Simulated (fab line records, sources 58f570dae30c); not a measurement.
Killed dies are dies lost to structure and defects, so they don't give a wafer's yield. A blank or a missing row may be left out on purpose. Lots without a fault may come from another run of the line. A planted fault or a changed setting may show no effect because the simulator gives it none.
Which tool did it? | flow berkeley_cmos170 | 14 lots, 42 wafers sampled, at 2 steps of a route of 331

WHAT THE GAUGES READ, wafer by wafer
UCB170_M1_CD_MEAS_90: target cd 700 nm. Usual: cd_nm 699.1 nm, standard deviation 2.7.
lot  | measured     | on        | cd_nm (nm)        | flag
L265 | day 8 01:59  | cd_sem-01 | 697.4 698.8 698.8 |
L268 | day 8 09:16  | cd_sem-01 | 698.0 696.7 696.6 |
L267 | day 8 11:20  | cd_sem-02 | 700.8 701.7 701.2 |
L272 | day 9 09:04  | cd_sem-01 | 699.4 696.9 696.0 |
L270 | day 9 10:13  | cd_sem-02 | 702.6 700.5 700.0 |
L271 | day 9 10:21  | cd_sem-01 | 697.5 699.1 698.0 |
L274 | day 9 20:33  | cd_sem-01 | 699.5 699.4 699.2 |
L276 | day 10 21:36 | cd_sem-02 | 701.1 696.6 699.9 |
L278 | day 11 01:39 | cd_sem-01 | 701.8 702.2 700.9 |
L280 | day 11 04:13 | cd_sem-02 | 697.6 695.4 694.6 |
L285 | day 12 08:40 | cd_sem-02 | 698.9 698.7 697.6 |
L286 | day 12 11:14 | cd_sem-01 | 696.4 696.1 698.1 |
L288 | day 12 23:34 | cd_sem-01 | 699.6 700.5 702.0 |
L287 | day 13 14:47 | cd_sem-01 | 696.0 696.0 698.2 |

UCB170_V1_CD_MEAS_90: target cd 700 nm. Usual: cd_nm 700.4 nm, standard deviation 1.4.
lot  | measured     | on        | cd_nm (nm)        | flag
L265 | day 8 05:53  | cd_sem-01 | 698.7 700.2 699.1 |
L268 | day 8 15:46  | cd_sem-01 | 699.8 699.0 700.2 |
L267 | day 8 15:29  | cd_sem-01 | 699.2 700.3 700.3 |
L272 | day 9 14:55  | cd_sem-02 | 699.9 701.2 701.3 |
L270 | day 9 15:11  | cd_sem-02 | 700.5 700.7 700.5 |
L271 | day 9 15:25  | cd_sem-01 | 699.1 700.0 698.3 |
L274 | day 10 02:00 | cd_sem-01 | 702.3 701.7 701.0 |
L276 | day 11 03:47 | cd_sem-01 | 700.0 697.8 699.2 |
L278 | day 11 05:31 | cd_sem-02 | 701.3 702.1 699.8 |
L280 | day 11 08:01 | cd_sem-01 | 700.8 701.1 701.3 |
L285 | day 12 12:28 | cd_sem-01 | 700.5 698.9 699.5 |
L286 | day 12 17:00 | cd_sem-01 | 698.5 699.5 700.9 |
L288 | day 13 05:43 | cd_sem-01 | 702.2 702.1 701.7 |
L287 | day 13 19:44 | cd_sem-01 | 698.0 700.7 698.9 |

WHICH TOOL RAN EACH LOT (tool, then ch and the chambers of the sampled wafers, then the start)
The record holds no process step before these readings.

WHAT THE TOOLS THEMSELVES READ (means of the sampled wafers that have a number; where no wafer has one, the mark that the record gives instead)
The record holds no such reading with a usual standard deviation.

THE ANSWER, worked out from the rows above alone
Rule: a lot is off if the mean of its wafers that have a number lies more than 3 standard deviations from the usual mean. A lot without any number at a reading at which 4 lots or more have one is off too. The other lots that the step has rows for count as sound. The gauges are gone through in route order, then the tools' own readings, and for those a lot's mean is taken as printed above. The first step at which some lot is off is used, and at that step the reading that is off furthest; a lot without a number counts as furthest.
No lot is off at any reading shown: from this, nothing can be told.

WHAT THE SIMULATOR HAD PUT IN
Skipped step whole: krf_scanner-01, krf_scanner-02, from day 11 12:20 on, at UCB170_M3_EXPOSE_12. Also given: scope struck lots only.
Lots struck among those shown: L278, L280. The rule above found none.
